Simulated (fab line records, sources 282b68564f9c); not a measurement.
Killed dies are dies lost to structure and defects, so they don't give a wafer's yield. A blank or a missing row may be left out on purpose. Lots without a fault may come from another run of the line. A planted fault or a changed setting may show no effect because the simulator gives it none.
A struck lot beside a sound one | flow rit_cmos | 21 steps out of a route of 202
Sound: wafers L192.3, L192.5, L192.6. Struck: wafers L199.2, L199.5, L199.6. The cause comes at the end.
At each step with rows: each side's tool, then ch and its chambers, then its first start. Under that, the readings that differ: sound wafers | struck wafers | difference of the means | sigmas: that difference in standard deviations of wafers without a fault.
alike: readings whose means differ by less than 2 such deviations, and words and numbers that are the same on both sides. not compared: withheld readings, readings that some wafer has no value for, bounds like >300 that may hide the same value, and numbers for which the record gives no deviation and whose values overlap.
The two part at a step that has a row with sigmas, a row that says differs or no value, or rows on one side only. Numbers that don't overlap but have no deviation are shown without sigmas and don't part them. A reading that every wafer of one side lacks parts them only if that side has two wafers or more.

first, 3 steps without rows for these wafers: RIT_GATE_CLEAN_02 (cleans in dHF, time 30 s); RIT_GATE_CLEAN_03 (cleans in SC2, time 600 s); RIT_GATE_CLEAN_04 (cleans in dHF, time 60 s).
RIT_FOX2_THK_MEAS_91:
  sound on film_metro-02, day 2 21:22; struck on film_metro-01, day 4 08:26
  alike: FIELD_OXIDE_LEFT_2_THK
then, 2 steps without rows for these wafers: RIT_GATE_OXIDATION_05 (target thk 3 nm, ox time 270 s); RIT_GATE_ANNEAL_06 (time 600 s).
RIT_GATE_THK_MEAS_07:
  sound on film_metro-02, day 2 23:03; struck on film_metro-02, day 4 10:19
  alike: GATE_OXIDE_THK
then, 1 step without rows for these wafers: RIT_GATE_CVD_08 (deposits poly-Si from SiH4, target thk 250 nm, time 2220 s).
RIT_GATE_THK_MEAS_09:
  sound on film_metro-03, day 3 00:43; struck on film_metro-01, day 4 11:59
  alike: GATE_POLY_THK
then, 3 steps without rows for these wafers: RIT_GATE_HMDS_10 (prime time 60 s); RIT_GATE_COAT_11 (resist thk 850 nm); RIT_GATE_SOFTBAKE_12 (time 60 s).
RIT_GATE_EXPOSE_13: exposes mask M6, target cd 150 nm.
  sound on iline_stepper-01 ch 0, day 3 01:23; struck on iline_stepper-01 ch 0, day 4 12:31
  reading | sound          | struck                  | difference | sigmas
  mask    | M6#0 M6#0 M6#0 | M6_R1#0 M6_R1#0 M6_R1#0 | differs    |
then, 2 steps without rows for these wafers: RIT_GATE_PEB_14; RIT_GATE_DEVELOP_15 (develop time 50 s).
RIT_GATE_CD_MEAS_16: target cd 150 nm.
  sound on cd_sem-01, day 3 01:47; struck on cd_sem-01, day 4 12:55
  reading    | sound             | struck            | difference | sigmas
  cd_nm (nm) | 149.5 147.9 147.3 | 159.6 161.0 160.0 | +12.0      | +6
RIT_GATE_OVL_MEAS_17:
  sound on overlay-02, day 3 01:52; struck on overlay-01, day 4 13:01
  alike: GATE_OVL
then, 1 step without rows for these wafers: RIT_GATE_HARDBAKE_18 (time 60 s).
RIT_GATE_ETCH_19: etches poly-Si in SF6/CHF3/O2, stops on SiO2, time 165 s, target depth 312.5 nm.
  sound on rie_si-01 ch 1,3, day 3 02:03; struck on rie_si-02 ch 0,3, day 4 13:12
  reading               | sound           | struck            | difference | sigmas
  model.GATE.cd_nm (nm) | 149.4 148.3 147 | 159.5 161.4 160.1 | +12.1      |
  alike: chamber_pressure_mTorr, drypump_motor_current_A, oes_product_au, throttle_valve_pct
  not compared: rf_hours_counter_h
RIT_GATE_STRIP_20: strips in O2, time 180 s.
  sound on plasma_asher-02 ch 0,1, day 3 02:13; struck on plasma_asher-01 ch 0,1, day 4 13:18
  alike: chamber_pressure_mTorr, drypump_motor_current_A, rf_refl_power_W
  not compared: rf_hours_counter_h
RIT_M1_PROBE_99:
  sound on prober-01, day 3 22:37; struck on prober-02, day 5 11:01
  reading                             | sound             | struck            | difference | sigmas
  model.etest.pmos_0p3.r_on_ohm_um    | 6311 6449 6202    | 6846 6752 6775    | +470       |
  model.etest.pmos_turned.r_on_ohm_um | 3595 3723 3468    | 3957 3968 3928    | +356       |
  model.etest.pmos_0p15.r_on_ohm_um   | 2870 2936 2764    | 3198 3211 3179    | +339       |
  model.etest.nmos_0p15.r_on_ohm_um   | 1184 1176 1147    | 1282 1320 1293    | +129       |
  model.etest.nmos_0p3.r_on_ohm_um    | 2195 2210 2150    | 2331 2317 2319    | +137       |
  model.etest.nmos_0p15.drive_ua_um   | 463.2 460.4 478.8 | 414.1 413.5 414.6 | -53.4      |
  model.etest.pmos_0p15.drive_ua_um   | 249.9 244.6 260.7 | 219.3 221.1 220   | -31.6      |
  model.etest.npoly_line.line_ohm_um  | 166.1 171.8 171.7 | 151.5 146.9 152.9 | -19.4      |
  alike: killed_at_contacts, killed_at_front_end, killed_dies, killed_open, killed_short

WHERE THEY PART
First at RIT_GATE_EXPOSE_13; last, within this record, at RIT_GATE_CD_MEAS_16. Later steps at which nothing parts them and some readings are alike: RIT_GATE_OVL_MEAS_17, RIT_GATE_ETCH_19, RIT_GATE_STRIP_20, RIT_M1_PROBE_99.

WHY: what the simulator had put in
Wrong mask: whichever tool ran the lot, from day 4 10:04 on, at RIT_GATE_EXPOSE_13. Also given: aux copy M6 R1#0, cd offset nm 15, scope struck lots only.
